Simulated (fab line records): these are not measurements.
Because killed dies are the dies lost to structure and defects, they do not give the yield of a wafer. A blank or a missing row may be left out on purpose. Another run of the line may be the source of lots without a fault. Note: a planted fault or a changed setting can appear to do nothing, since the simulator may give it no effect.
Which of the tools did it? -- flow berkeleyCmos170 -- 15 lots, 45 wafers sampled, at 1 step of a route of 331

WHAT THE GAUGES READ, wafer by wafer
UCB170_V1_THK_MEAS_04. Usual: V1_POLISHED_THK 999.2 nm, standard deviation 1.6.
lot,measured,on,V1_POLISHED_THK (nm),flag
L715,day 7 04:58,filmMetro-01,998.8 999.1 998.6,
L714,day 7 08:29,filmMetro-02,999.6 999.6 997.3,
L716,day 7 08:48,filmMetro-01,1001.9 1000.2 999.1,
L720,day 8 14:55,filmMetro-01,998.1 1001.6 999.9,
L721,day 9 00:56,filmMetro-01,998.4 1000.1 999.3,
L725,day 9 09:59,filmMetro-01,998.5 997.6 996.1,
L726,day 9 16:02,filmMetro-01,998.0 998.6 999.6,
L728,day 10 02:05,filmMetro-01,1001.7 997.3 998.2,
L731,day 10 07:21,filmMetro-01,1000.6 1000.0 998.5,
L730,day 10 07:40,filmMetro-01,999.5 998.3 999.2,
L732,day 10 19:13,filmMetro-01,996.4 999.3 999.0,
L733,day 10 19:31,filmMetro-01,1000.7 1001.3 998.3,
L734,day 11 08:16,filmMetro-01,999.3 1002.3 1001.3,
L737,day 11 18:13,filmMetro-01,999.1 999.1 999.0,
L736,day 11 18:49,filmMetro-01,998.2 1002.4 998.9,

TOOL THAT RAN EACH LOT (tool first, then ch and the chambers of the sampled wafers, then the start)
There is no process step in the record ahead of these readings.

WHAT THE TOOLS THEMSELVES READ (means of the sampled wafers that have a number; where no wafer has one, the mark that the record gives instead)
The record holds no such reading with a usual standard deviation.

THE ANSWER, worked out from the rows above alone
Rule: a lot counts as off when the mean over its wafers that have a number is more than 3 standard deviations away from the usual mean. A lot without any number at a reading at which 4 lots or more have one is off too. Where the step has rows for the other lots, those lots are counted as sound. Order of review: gauges by route order, followed by the tools' own readings, for which a lot's mean as printed above is used. The first step at which some lot is off is used, and at that step the reading that is off furthest; a lot without a number counts as furthest.
Nothing can be told from this: no lot is off at any reading shown.

WHAT WAS PUT IN BY THE SIMULATOR
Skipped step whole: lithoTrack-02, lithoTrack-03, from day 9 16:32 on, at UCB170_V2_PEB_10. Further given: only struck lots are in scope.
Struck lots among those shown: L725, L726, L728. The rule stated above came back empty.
